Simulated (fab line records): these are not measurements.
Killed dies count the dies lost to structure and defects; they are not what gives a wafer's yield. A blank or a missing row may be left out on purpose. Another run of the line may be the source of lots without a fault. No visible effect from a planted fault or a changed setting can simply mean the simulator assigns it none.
Which tool did it?	flow rit_cmos	Sampling: 14 lots, 42 wafers, 3 of 202 route steps

## WHAT EACH GAUGE READ, for each wafer
RIT_PWELL_TW_MEAS_10.
lot	measured	on	PWELL_TW
L113	day 1 23:56	film_metro-04	955 951 954
L114	day 2 09:01	film_metro-04	959 962 963
L115	day 2 09:36	film_metro-01	969 967 963
L116	day 2 19:56	film_metro-02	959 958 959
L117	day 2 22:57	film_metro-01	963 961 962
L118	day 3 06:30	film_metro-04	965 967 963
L119	day 3 06:43	film_metro-02	962 955 964
L123	day 4 02:38	film_metro-04	957 962 961
L128	day 5 04:58	film_metro-02	890 883 884
L129	day 5 08:15	film_metro-04	891 892 891
L130	day 5 12:12	film_metro-04	963 966 959
L133	day 6 03:34	film_metro-01	962 957 971
L134	day 6 10:05	film_metro-04	960 964 960
L136	day 6 20:02	film_metro-02	952 953 948

RIT_WELLDRIVE_RS_MEAS_02: measurement is done with a four-point probe.
lot	measured	on	PWELL_RS (ohm/sq)
L113	day 2 06:59	film_metro-02	428.7 428.3 428.3
L114	day 2 14:37	film_metro-04	430.2 428.4 428.3
L115	day 2 15:53	film_metro-02	426.6 429.1 429.2
L116	day 3 01:12	film_metro-02	431.4 429.3 428.7
L117	day 3 06:02	film_metro-04	430.5 428.8 428.6
L118	day 3 11:46	film_metro-01	429.7 429.8 430.7
L119	day 3 11:59	film_metro-02	430.8 429.4 430.4
L123	day 4 08:25	film_metro-04	430.1 430.4 428.9
L128	day 5 10:14	film_metro-04	499.1 499.8 500.0
L129	day 5 14:29	film_metro-04	496.3 496.4 495.2
L130	day 5 18:22	film_metro-01	428.9 429.0 428.7
L133	day 6 09:45	film_metro-04	430.2 430.1 430.3
L134	day 6 15:22	film_metro-04	431.2 429.2 430.5
L136	day 7 01:47	film_metro-04	430.0 429.8 431.2

## TOOL THAT RAN EACH LOT (tool first, then ch and the chambers of the sampled wafers, then the start)
lot	RIT_PWELL_IMPLANT_08
L113	implanter-02 ch 0, day 1 23:38
L114	implanter-02 ch 0, day 2 08:41
L115	implanter-02 ch 0, day 2 09:17
L116	implanter-01 ch 0, day 2 19:37
L117	implanter-02 ch 0, day 2 22:37
L118	implanter-01 ch 0, day 3 06:11
L119	implanter-02 ch 0, day 3 06:23
L123	implanter-04 ch 0, day 4 02:19
L128	implanter-04 ch 0, day 5 04:38
L129	implanter-04 ch 0, day 5 07:56
L130	implanter-02 ch 0, day 5 11:52
L133	implanter-01 ch 0, day 6 03:15
L134	implanter-01 ch 0, day 6 09:47
L136	implanter-02 ch 0, day 6 19:42
- RIT_PWELL_IMPLANT_08

## WHAT THE TOOLS THEMSELVES READ (means of the sampled wafers that have a number; where no wafer has one, the mark that the record gives instead)
RIT_PWELL_IMPLANT_08.
lot	tool	dose_ions_cm2	faraday_current_uA
L113	implanter-02	6.994e+13	222
L114	implanter-02	7.006e+13	220
L115	implanter-02	6.990e+13	219
L116	implanter-01	6.993e+13	219
L117	implanter-02	6.992e+13	223
L118	implanter-01	6.995e+13	221
L119	implanter-02	6.996e+13	222
L123	implanter-04	6.987e+13	218
L128	implanter-04	5.531e+13	177
L129	implanter-04	5.536e+13	179
L130	implanter-02	7.000e+13	216
L133	implanter-01	7.000e+13	219
L134	implanter-01	7.006e+13	224
L136	implanter-02	6.997e+13	223

## THE ANSWER, worked out from the rows above alone
Rule: the usual values come from the lots themselves. Put in order of their means at a reading, lots are off if they are a third of the lots or fewer, leave a main group of 4 or more, and stand apart from it by a gap of 3 or more times the standard deviation of the main group's means; of several such gaps the widest counts. If all means in a main group match to the digits the tables above print for the reading, that group is not used. A lot without any number at a reading at which 4 lots or more have one is off too. The other lots that the step has rows for count as sound. The gauges are gone through in route order, then the tools' own readings, and for those a lot's mean is taken as printed above. At the first step where some lot is off, the reading lying furthest off is the one used; lots without a number count as furthest.
Off: L128, L129, seen at RIT_PWELL_TW_MEAS_10 (PWELL_TW). Mean 960 and standard deviation 4.2 in the main group.
A tool fits if, at a process step before that reading, it ran every lot that is off, and no sound lot after the first of them. The gauges at RIT_PWELL_TW_MEAS_10 aren't tried: what is off there is off at RIT_PWELL_IMPLANT_08 too, on other tools, and a gauge's error can't cause that. One fits: implanter-04 at RIT_PWELL_IMPLANT_08. A fault onset in the window from L123 (day 4 02:19, its last sound lot) to L128 (day 5 04:38, its first lot off) fits.
The tool's own readings at RIT_PWELL_IMPLANT_08 bear it out: on the lots that are off they differ by more than 5 times the standard deviation of the sound lots' means. dose_ions_cm2 reads 5.534e+13 there against 6.996e+13 on the sound lots; faraday_current_uA reads 178 there against 220 on the sound lots.

## WHAT THE SIMULATOR HAD INSERTED
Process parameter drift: implanter-04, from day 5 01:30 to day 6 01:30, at RIT_PWELL_IMPLANT_08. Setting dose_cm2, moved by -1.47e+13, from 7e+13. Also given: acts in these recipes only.
Lots struck among those shown: L128, L129. The rule above found the same.
